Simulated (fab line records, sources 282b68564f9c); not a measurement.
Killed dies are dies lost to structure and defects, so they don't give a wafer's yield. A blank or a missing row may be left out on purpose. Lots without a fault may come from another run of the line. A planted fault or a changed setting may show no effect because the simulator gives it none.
Split-lot experiment | flow rit_cmos | 5 lots, 20 wafers read, on a route of 202 steps

THE SPLIT
At RIT_GATE_DEVELOP_15 (develop time 50 s), the setting develop_time_s was moved away from the recipe's 50 s on 4 of the 20 wafers read, by -25.6% to +20.8%. The other wafers ran this setting at the recipe's value.

FROM THE SPLIT TO THE READING: what the file shows between them, 7 steps
- RIT_REOX_OXIDATION_03: target thk 25.2 nm, ox time 5580 s (also split here: ox_time_s)
- RIT_REOX_THK_MEAS_04
- RIT_NLDD_HMDS_00: prime time 60 s
- RIT_NLDD_COAT_01: resist thk 1000 nm
- RIT_PLDD_STRIP_09: strips in O2, time 180 s
- RIT_SPACER_CLEAN_00: cleans in SC1, time 600 s
- RIT_SPACER_ETCHBACK_05: etches Si3N4 in SF6/CHF3, stops on SiO2, target depth 250 nm, time 240 s (also split here: target_depth_a)

THE READING
etest.nmos_0p15.drive_ua_um (the simulator's own value, which no gauge read), at RIT_M1_PROBE_99. The file gives no usual value for it. The 16 wafers here that ran the recipe average 469.6, standard deviation 41.

wafer  | tool, chamber at the split | develop_time_s as run, s | against the recipe | etest.nmos_0p15.drive_ua_um | against lot-mates on the recipe
L075.1 | litho_track-01, 0          | 50                       | recipe             | 472.2                       | -
L075.3 | litho_track-01, 0          | 50                       | recipe             | 456.6                       | -
L075.4 | litho_track-01, 0          | 50                       | recipe             | 479.6                       | -
L075.5 | litho_track-01, 0          | 50                       | recipe             | 461.6                       | -
L075.6 | litho_track-01, 0          | 50                       | recipe             | 453.6                       | -
L080.1 | litho_track-04, 0          | 50                       | recipe             | 487.8                       | -
L080.2 | litho_track-04, 0          | 50                       | recipe             | 486.3                       | -
L080.5 | litho_track-04, 0          | 50                       | recipe             | 484.8                       | -
L081.3 | litho_track-04, 0          | 50                       | recipe             | 500                         | -
L081.4 | litho_track-04, 0          | 50                       | recipe             | 500.9                       | -
L081.5 | litho_track-04, 0          | 50                       | recipe             | 507.5                       | -
L082.1 | litho_track-04, 0          | 50                       | recipe             | 500.6                       | -
L082.2 | litho_track-04, 0          | 50                       | recipe             | 492.9                       | -
L082.3 | litho_track-04, 0          | 37.18                    | -25.6%             | 335.6                       | -158.6
L082.4 | litho_track-04, 0          | 37.18                    | -25.6%             | 334.8                       | -159.4
L082.5 | litho_track-04, 0          | 37.18                    | -25.6%             | 327.4                       | -166.8
L082.6 | litho_track-04, 0          | 50                       | recipe             | 489.1                       | -
L085.2 | litho_track-04, 0          | 50                       | recipe             | 370.1                       | -
L085.3 | litho_track-04, 0          | 60.42                    | +20.8%             | 477.8                       | +107.8
L085.4 | litho_track-04, 0          | 50                       | recipe             | 370                         | -

THE FIT
A straight line over all 20 wafers: etest.nmos_0p15.drive_ua_um changes by +4.26 for each +1% of develop_time_s; r = +0.74; the points scatter about the line by 43.
The same after taking each lot's own level away (the mean of its wafers on the recipe; 20 wafers): +6.05 for each +1%; r = +0.99; scatter 7.5.
On that fit, the largest move of develop_time_s shifts the reading by 1.6e+02.
The lots' own levels span 370.05 to 502.80, that is 3.3 times the standard deviation above.
So the lot-to-lot level blurs the effect unless lot-mates are compared.
Check: with one of the wafers moved furthest among these (-25.6%) left out of the fit, the line predicts -157 for it against its lot-mates. It came out at -159 against them.

OTHER SPLITS ON THESE WAFERS
These wafers also went through other splits before the reading. Each is held against what the fit with the lots' levels taken away leaves over:
other split on the same wafers        | wafers away from the commonest value | r with etest.nmos_0p15.drive_ua_um (lot level and that fit taken away)
RIT_ACTIVE_DEVELOP_10 develop_time_s  | 7                                    | -0.17
RIT_REOX_OXIDATION_03 ox_time_s       | 12                                   | -0.13
RIT_SPACER_ETCHBACK_05 target_depth_a | 2                                    | -0.36

THE WHOLE CHAIN: every reading that the file lists as answering this split, in the file's order
step            | what it does | reading                                                                      | change (the file's fit)           | r (the file's)
RIT_M1_PROBE_99 |              | etest.pmos_0p15.r_on_ohm_um (the simulator's own value, which no gauge read) | -45.9 for each +1% of the setting | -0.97
RIT_M1_PROBE_99 |              | etest.pmos_0p3.r_on_ohm_um (the simulator's own value, which no gauge read)  | -47.7 for each +1% of the setting | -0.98
RIT_M1_PROBE_99 |              | etest.nmos_0p15.r_on_ohm_um (the simulator's own value, which no gauge read) | -14.3 for each +1% of the setting | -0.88
RIT_M1_PROBE_99 |              | etest.nmos_0p3.r_on_ohm_um (the simulator's own value, which no gauge read)  | -13.8 for each +1% of the setting | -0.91
RIT_M1_PROBE_99 |              | etest.nmos_0p15.drive_ua_um (the simulator's own value, which no gauge read) | +6.05 for each +1% of the setting | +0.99

THE FILE'S OWN FIT
etest.nmos_0p15.drive_ua_um changes by +6.05 for each +1% of develop_time_s, r = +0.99.
